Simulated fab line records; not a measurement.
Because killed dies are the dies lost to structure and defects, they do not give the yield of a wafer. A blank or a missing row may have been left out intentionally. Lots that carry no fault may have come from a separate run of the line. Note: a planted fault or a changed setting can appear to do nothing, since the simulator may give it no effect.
fab line records    flow berkeley-cmos170
[record] lots = 5  wafers = 15  last-day = 11
route steps=331 shown PVT@123 GATE@125 FIELD@126
lots with no fault: from the same line, run without faults
start-h: start of the lot's first displayed wafer, in hours after the record's first day    wait-h: hours elapsed since this lot's preceding step    " the same as in the row above    L1.1+2: several wafers, shown together as one row    - either no value or no given start    * or withheld: withheld    < > ~ a bound
route shown NAME@n: NAME is a module with steps in the file, n the number in the route of the first one    usual: mean/standard deviation of fault-free wafers    same: alike in all rows    chamber/n: place in a boat    sites: per-site readings    _std_site: the standard deviation of these    _edge_site: mean of outer sites minus mean of inner sites    radius-mm: how far each site lies from the wafer's centre    mask NAME#n: copy n    behind: the tool/chamber that last shaped the wafer    hold: the reason the lot was held/the length of the hold in hours/how it ended    device: the n, p or np transistor that did not switch    end of line: tests of these same wafers at the route's end    a step given without rows: its recipe and nothing more    killed: at the first sort, the dies lost to defects and structure; wafer yield is something else    map: per-die view of a wafer (x killed, . not killed, _ where there is no die)
set.NAME: the run value of the setting; set.NAME@STEP: its run value at that earlier step    model.NAME: the simulator's own value behind a step, which no gauge read
lots at some steps of the route; a table a step, a row a wafer
services: a tool's chamber out of use, with start hour (start-h, from the record's first day; less than 0 if before it), hours out, and reason
[[steps]]
[step UCB170_PVT_STRIP_08]
[recipe] chemistry = O2  power-w = 400  pressure-mtorr = 3500  platen-temp-c = withheld  o2-flow-sccm = 400  overash-fraction = 0.5
[usual] drypump-motor-current-A = 5.7/0.37  oes-product-au = 0.735/0.0045  strip-time-to-endpoint-s = 21.64/0.064
lot.wafer  tool             chamber  start-h  wait-h  drypump-motor-current-A  oes-product-au  rf-hours-counter-h  strip-time-to-endpoint-s
L443.1     plasma-asher-04  0        148.09   0.1     5.3                      0.741           36                  21.67
L443.2     "                1        "        "       5.9                      0.727           36                  21.74
L443.6     "                0        "        "       5.3                      0.739           -                   21.59
L449.3     plasma-asher-01  1        173.22   0.1     5.1                      0.737           -                   21.66
L449.4     "                0        "        "       6.0                      0.735           -                   21.61
L449.5     "                0        "        "       6.0                      0.727           -                   21.63
L454.2     plasma-asher-04  1        183.81   0.1     5.9                      0.736           41                  21.60
L454.5     "                1        "        "       6.0                      0.729           -                   21.66
L454.6     "                0        "        "       5.3                      0.735           -                   21.62
L450.3     plasma-asher-01  0        184.12   0.1     6.0                      0.736           -                   21.70
L450.5     "                1        "        "       5.2                      0.730           -                   21.73
L450.6     "                0        "        "       6.0                      0.738           -                   21.66
L456.1     plasma-asher-04  0        201.93   0.1     5.3                      0.742           43                  21.67
L456.2     "                1        "        "       5.9                      0.740           43                  21.73
L456.4     "                0        "        "       5.3                      0.747           -                   21.66
[step UCB170_PVT_TW_MEAS_09]
[usual] PVT_TW = 506/5.3
lot.wafer  tool           chamber  start-h  wait-h  PVT_TW
L443.1     film-metro-01  -        148.19   0.1     506
L443.2     "              -        "        "       504
L443.6     "              -        "        "       504
L449.3     film-metro-04  -        173.31   0.1     512
L449.4     "              -        "        "       511
L449.5     "              -        "        "       512
L454.2     film-metro-04  -        183.92   0.1     511
L454.5     "              -        "        "       514
L454.6     "              -        "        "       513
L450.3     film-metro-04  -        184.21   0.1     513
L450.5     "              -        "        "       512
L450.6     "              -        "        "       511
L456.1     film-metro-02  -        202.03   0.1     498
L456.2     "              -        "        "       500
L456.4     "              -        "        "       500
[step UCB170_GATE_WET_ETCH_00]
[recipe] chemistry = dHF  dilution = 25:1  target = SiO2  temp-c = 25  time-s = 200
[step UCB170_FIELD_THK_MEAS_91]
[recipe] reads = SiO2_of_FIELD_OXIDATION_01
[usual] FIELD_OXIDE_LEFT_2_THK = 360/13
lot.wafer  tool           chamber  start-h  wait-h  FIELD_OXIDE_LEFT_2_THK[nm]
L443.1     film-metro-04  -        148.32   0.0     391
L443.2     "              -        "        "       374
L443.6     "              -        "        "       384
L449.3     film-metro-04  -        174.24   0.0     366
L449.4     "              -        "        "       370
L449.5     "              -        "        "       362
L454.2     film-metro-01  -        184.04   0.0     356
L454.5     "              -        "        "       351
L454.6     "              -        "        "       347
L450.3     film-metro-01  -        184.33   0.0     349
L450.5     "              -        "        "       333
L450.6     "              -        "        "       355
L456.1     film-metro-01  -        202.16   0.0     340
L456.2     "              -        "        "       350
L456.4     "              -        "        "       352
[step UCB170_GATE_OXIDATION_01]
[recipe] temp-c = 850  ambient = O2  target-thk-a = 66  ox-time-s = 1800
[step UCB170_GATE_THK_MEAS_02]
[recipe] reads = SiO2_of_GATE_OXIDATION_01
[usual] GATE_OXIDE_THK = 6.60/0.13
lot.wafer  tool           chamber  start-h  wait-h  GATE_OXIDE_THK[nm]
L443.1     film-metro-03  -        152.32   0.0     6.59
L443.2     "              -        "        "       6.64
L443.6     "              -        "        "       6.60
L449.3     film-metro-04  -        180.72   0.0     6.52
L449.4     "              -        "        "       6.50
L449.5     "              -        "        "       6.52
L454.2     film-metro-02  -        189.70   0.0     6.61
L454.5     "              -        "        "       6.61
L454.6     "              -        "        "       6.66
L450.3     film-metro-03  -        189.71   0.0     6.40
L450.5     "              -        "        "       6.26
L450.6     "              -        "        "       6.32
L456.1     film-metro-04  -        207.39   0.0     6.35
L456.2     "              -        "        "       6.35
L456.4     "              -        "        "       6.45
[step UCB170_GATE_ANNEAL_03]
[recipe] temp-c = 900  time-s = 1800  ambient = N2
[step UCB170_GATE_CVD_04]
[recipe] material = poly-Si  temp-c = 610  precursor = SiH4  time-s = 1440  pressure-mtorr = 375  target-thk-nm = 214  sih4-flow-sccm = 120
[step UCB170_GATE_THK_MEAS_05]
[recipe] reads = poly-Si_of_GATE_CVD_04
[usual] GATE_POLY_THK = 213.4/2
lot.wafer  tool           chamber  start-h  wait-h  GATE_POLY_THK[nm]
L443.1     film-metro-04  -        158.66   0.1     212.8
L443.2     "              -        "        "       212.1
L443.6     "              -        "        "       213.6
L449.3     film-metro-02  -        188.62   0.0     216.7
L449.4     "              -        "        "       215.0
L449.5     "              -        "        "       215.6
L454.2     film-metro-03  -        195.10   0.0     211.8
L454.5     "              -        "        "       210.6
L454.6     "              -        "        "       210.6
L450.3     film-metro-04  -        195.11   0.0     211.2
L450.5     "              -        "        "       210.1
L450.6     "              -        "        "       209.7
L456.1     film-metro-03  -        218.64   0.0     212.7
L456.2     "              -        "        "       213.8
L456.4     "              -        "        "       212.3
[step UCB170_GATE_COAT_06]
[recipe] resist = BARC  temp-c = withheld  time-s = withheld  spin-rpm = 3000  resist-thk-nm = withheld
[step UCB170_GATE_COAT_07]
[recipe] resist = KrF  spin-rpm = 1500  resist-thk-nm = 900
[step UCB170_GATE_SOFTBAKE_08]
[recipe] resist = KrF  temp-c = 130  time-s = 60
[step UCB170_GATE_EXPOSE_09]
[recipe] mask-id = POLY  target-cd-nm = 350  na = 0.5  sigma-outer = 0.6  source-shape = conventional  dose-mj = 21
lot.wafer   tool            chamber  start-h  wait-h  mask
L443.1+2+6  krf-scanner-01  0        159.59   -       POLY#0
L449.3+4+5  krf-scanner-02  0        189.56   -       POLY#0
L450.3+5+6  krf-scanner-02  0        196.48   -       POLY#0
L454.2+5+6  krf-scanner-02  0        196.58   -       POLY_R1#0
L456.1+2+4  krf-scanner-01  0        219.27   -       POLY#0
[step UCB170_GATE_PEB_10]
[recipe] peb-temp-c = 130  peb-time-s = withheld  resist = KrF
[step UCB170_GATE_DEVELOP_11]
[recipe] developer = TMAH  develop-time-s = 45  resist = KrF  dev-temp-c = 21
[step UCB170_GATE_CD_MEAS_12]
[recipe] target-cd-nm = 350
[usual] cd-nm = 350.2/1.3
lot.wafer  tool       chamber  start-h  wait-h  cd-nm
L443.1     cd-sem-01  -        160.17   -       349.1
L443.2     "          -        "        "       348.3
L443.6     "          -        "        "       348.9
L449.3     cd-sem-02  -        190.16   -       350.3
L449.4     "          -        "        "       350.1
L449.5     "          -        "        "       350.2
L450.3     cd-sem-02  -        197.36   -       349.1
L450.5     "          -        "        "       349.7
L450.6     "          -        "        "       348.2
L454.2     cd-sem-01  -        197.55   -       280.9
L454.5     "          -        "        "       280.0
L454.6     "          -        "        "       280.7
L456.1     cd-sem-02  -        219.67   -       349.9
L456.2     "          -        "        "       348.4
L456.4     "          -        "        "       348.8
[step UCB170_GATE_OVL_MEAS_13]
[usual] GATE_OVL = 1/5.5
lot.wafer  tool        chamber  start-h  wait-h  GATE_OVL[nm]
L443.1     overlay-02  -        160.29   0.1     -2
L443.2     "           -        "        "       5
L443.6     "           -        "        "       2
L449.3     overlay-02  -        190.26   0.1     -6
L449.4     "           -        "        "       2
L449.5     "           -        "        "       -3
L450.3     overlay-02  -        197.45   0.1     -2
L450.5     "           -        "        "       -3
L450.6     "           -        "        "       -8
L454.2     overlay-01  -        197.65   0.1     5
L454.5     "           -        "        "       -3
L454.6     "           -        "        "       3
L456.1     overlay-02  -        219.79   0.1     1
L456.2     "           -        "        "       2
L456.4     "           -        "        "       5
[step UCB170_GATE_ETCH_14]
[recipe] chemistry = N2/H2  target-depth-a = withheld  overetch-a = withheld  target = BARC  time-s = withheld  source-w = 500  bias-w = 100  pressure-mtorr = 30  n2-flow-sccm = 100  h2-flow-sccm = 200
[usual] drypump-motor-current-A = 5.7/0.51  oes-product-au = 0.995/0.023  throttle-valve-pct = 13.32/0.22
lot.wafer  tool         chamber  start-h  wait-h  drypump-motor-current-A  oes-product-au  throttle-valve-pct
L443.1     rie-diel-03  3        160.33   0.0     5.7                      0.985           13.33
L443.2     "            0        "        "       6.4                      0.971           13.00
L443.6     "            2        "        "       5.7                      0.993           13.24
L449.3     rie-diel-03  0        190.28   0.0     6.4                      0.970           13.01
L449.4     "            3        "        "       5.7                      0.986           13.31
L449.5     "            0        "        "       6.4                      0.962           13.01
L450.3     rie-diel-02  0        197.48   0.0     5.9                      1.017           13.33
L450.5     "            2        "        "       6.3                      1.011           13.52
L450.6     "            1        "        "       5.1                      0.976           12.85
L454.2     rie-diel-04  1        197.68   0.0     5.0                      1.020           13.56
L454.5     "            0        "        "       5.7                      0.999           13.39
L454.6     "            1        "        "       5.0                      1.002           13.55
L456.1     rie-diel-02  1        219.82   0.0     5.1                      0.982           12.83
L456.2     "            0        "        "       5.9                      1.010           13.34
L456.4     "            3        "        "       5.0                      1.025           13.61
[step UCB170_GATE_ETCH_15]
[recipe] chemistry = HBr/Cl2  target = poly-Si  stop-on = SiO2  over-etch-frac = 0.3  icp-w = 300  bias-w = 150  time-s = 56.3  pressure-mtorr = 15  HBr_flow_sccm = 150  Cl2_flow_sccm = 50  target-depth-a = 2782
[usual] drypump-motor-current-A = 5.7/0.34  oes-product-au = 0.833/0.014  throttle-valve-pct = 26.52/0.14
lot.wafer  tool       chamber  start-h  wait-h  drypump-motor-current-A  oes-product-au  rf-hours-counter-h  throttle-valve-pct  model.GATE.cd-nm
L443.1     rie-si-01  2        160.37   -       6.2                      0.824           1                   26.64               350
L443.2     "          0        "        "       5.6                      0.802           1                   26.41               348.6
L443.6     "          1        "        "       6.1                      0.847           -                   26.62               347.7
L449.3     rie-si-01  3        190.32   -       5.4                      0.832           0                   26.60               350.3
L449.4     "          1        "        "       6.1                      0.854           85                  26.61               350.9
L449.5     "          0        "        "       5.6                      0.815           -                   26.41               349.8
L450.3     rie-si-01  1        197.52   -       6.0                      0.858           85                  26.60               347.7
L450.5     "          1        "        "       6.1                      0.845           -                   26.61               348.1
L450.6     "          2        "        "       6.2                      0.818           -                   26.62               348.8
L454.2     rie-si-02  3        197.73   -       5.6                      0.838           1                   26.66               279.9
L454.5     "          3        "        "       5.6                      0.838           -                   26.65               279.4
L454.6     "          0        "        "       5.9                      0.822           -                   26.21               280.3
L456.1     rie-si-02  3        219.86   -       5.5                      0.842           1                   26.66               349.2
L456.2     "          1        "        "       5.1                      0.839           84                  26.52               347.5
L456.4     "          0        "        "       5.9                      0.822           2                   26.20               348.9
[step UCB170_GATE_STRIP_16]
[recipe] chemistry = O2  power-w = 400  pressure-mtorr = 3500  platen-temp-c = withheld  o2-flow-sccm = 400  overash-fraction = 0.5
[usual] drypump-motor-current-A = 5.7/0.4  oes-product-au = 0.724/0.0046
lot.wafer  tool             chamber  start-h  wait-h  drypump-motor-current-A  oes-product-au  rf-hours-counter-h
L443.1     plasma-asher-03  1        160.42   0.0     5.8                      0.714           5
L443.2     "                0        "        "       5.1                      0.723           5
L443.6     "                0        "        "       5.1                      0.718           -
L449.3     plasma-asher-04  0        190.40   0.1     5.3                      0.727           -
L449.4     "                1        "        "       5.9                      0.726           -
L449.5     "                1        "        "       5.9                      0.728           -
L450.3     plasma-asher-02  1        197.60   0.1     5.8                      0.727           -
L450.5     "                1        "        "       5.8                      0.717           -
L450.6     "                0        "        "       6.2                      0.728           -
L454.2     plasma-asher-03  1        197.77   0.0     5.8                      0.723           9
L454.5     "                1        "        "       5.9                      0.728           -
L454.6     "                0        "        "       5.0                      0.716           -
L456.1     plasma-asher-03  1        219.91   0.0     5.8                      0.723           11
L456.2     "                0        "        "       5.1                      0.723           11
L456.4     "                0        "        "       5.1                      0.737           -
[[services]]
tool             chamber  start-h  hours  kind
krf-scanner-01   -        124.81   0.8    pm
krf-scanner-01   -        125.65   33.6   repair
rie-diel-03      0        127.02   -      clean
rie-diel-03      0        127.02   17.9   scheduled-down
rie-diel-03      0        127.02   17.9   vent-cycle
rie-diel-02      2        130.96   2.5    repair
rie-diel-03      -        135.07   0.9    repair
rie-diel-04      0        140.79   2.0    repair
rie-diel-04      1        147.02   4.0    repair
plasma-asher-02  -        151.98   11.8   pm
rie-si-01        3        157.32   -      clean
rie-si-01        3        157.32   13.1   scheduled-down
rie-si-01        3        157.32   13.1   vent-cycle
krf-scanner-02   -        159.35   1.3    pm
rie-diel-03      -        176.63   1.1    repair
plasma-asher-02  -        200.08   15.6   pm
krf-scanner-02   -        203.73   0.8    pm
rie-si-01        0        205.96   14.9   repair
plasma-asher-02  -        215.68   2.8    pm
[[key]]
[first-sign] step = UCB170_GATE_EXPOSE_09  reading = mask  direction = changed
[effect] step = UCB170_GATE_CD_MEAS_12  reading = cd-nm  direction = down  sigmas = 54  usual = 350.2  struck = 280.5
[model-effect] step = UCB170_GATE_ETCH_15  value = GATE.cd-nm  without = 349.9  struck = 279.9
met-at UCB170_GATE_EXPOSE_09
struck-wafers L454.2,L454.5,L454.6
later-rows-left-out L454.2,L454.5,L454.6
sort-left-out L454.2,L454.5,L454.6
tester-left-out L454
onset-between 196.48 196.58
[fault] kind = wrong-mask  tool = any  chamber = -  onset-h = 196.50  steps = UCB170_GATE_EXPOSE_09  aux-copy = POLY_R1#0  cd-offset-nm = -70  scope = struck-lots-only
// tester-left-out: of these lots the tester's yield and bins aren't shown, on N5 and GAA mostly nor the transistor test; their killed dies are dies lost to structure and defects alone, not to doping, threshold or leakage, so they don't give the yield
// sort-left-out: the simulated sort isn't trusted on such a fault, so these wafers' sort isn't shown, and their yield isn't known
// later-rows-left-out: the simulator's readings of these wafers behind a module that went badly wrong aren't trusted and aren't shown, but for the sort
